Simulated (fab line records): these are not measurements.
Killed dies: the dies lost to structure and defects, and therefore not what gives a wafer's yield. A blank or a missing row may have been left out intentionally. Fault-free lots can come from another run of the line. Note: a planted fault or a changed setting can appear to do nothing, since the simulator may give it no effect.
Code-filled problem report in 8D (eight disciplines) form + flow berkeleyCmos170 + the parts of the form that need people (team, actions taken, sign-off) are left out

## 1. WHAT WENT WRONG
At UCB170_M3_ETCH_17, oesProductAu averages 1.329 a.u. over 6 wafers from 2 lots, while fault-free wafers read 0.991 a.u., standard deviation 0.024. That puts it +14 standard deviations away from the usual mean.
The step: etches BARC in N2/H2.
First seen on wafer L907.1, day 12 01:51, on rieDiel-03. The record has a number at this step for 18 wafers belonging to 6 lots. Rule for "out" (also "out of limits"): further than 4 standard deviations from the usual mean. The other wafers with a number count as sound.

## 2. WHAT IT IS, WHAT IT ISN'T
| question                    | is                     | is not                                                                   |
|-----------------------------|------------------------|--------------------------------------------------------------------------|
| which readings at this step | oesProductAu           | drypumpMotorCurrentA                                                     |
| which lots                  | L907, L910             | L891, L895, L911, L914                                                   |
| which wafers of those lots  | all that have a number | -                                                                        |
| read on which tools         | rieDiel-03             | rieDiel-02, rieDiel-04                                                   |
| when                        | from day 12 01:51      | up to then (6 sound wafers); but 6 sound wafers of L911, L914 came after |

## 3. WHAT RULES OUT EACH SUSPECT
Counting: a tool stays on the suspect list if, at a process step up to the reading, it processed all lots that are out and no sound lot following the first of them.
- rieDiel-03 at UCB170_M3_ETCH_17 (etches BARC in N2/H2): kept. All lots that are out passed through it, beginning with L907 at day 12 01:51, and no sound lot followed; its final sound lot before that point was L891 at day 9 00:01. Its own oesProductAu readings are out on those wafers.
After counting, what remains is rieDiel-03 at UCB170_M3_ETCH_17.

## 4. THE CAUSE (what the simulator had put in)
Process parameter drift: rieDiel-03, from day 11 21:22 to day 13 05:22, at UCB170_M3_ETCH_17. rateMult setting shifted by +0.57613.
Counting left only this tool.

## 5. THE EFFECT CHAIN, in route order
Rows list readings where the struck wafers' mean (over those with a number) sits beyond 3 standard deviations from the usual. Readings are gone through only where the record gives a usual standard deviation; hours: the median, over the lots, of the time from a lot's start at the first step in this table giving one to that lot's start at this step; sigmas: the change measured in usual standard deviations.
| hours | step              | reading      | usual      | on struck wafers | change | sigmas |
|-------|-------------------|--------------|------------|------------------|--------|--------|
| 0     | UCB170_M3_ETCH_17 | oesProductAu | 0.991 a.u. | 1.329            | +0.338 | +14    |
The process steps in it:
- UCB170_M3_ETCH_17: etches BARC in N2/H2.

## 6. HOW IT WOULD HAVE BEEN CAUGHT EARLIER
4 hours passed between the start of the fault at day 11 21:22 and the first reading out of limits in this record, taken at day 12 01:51.
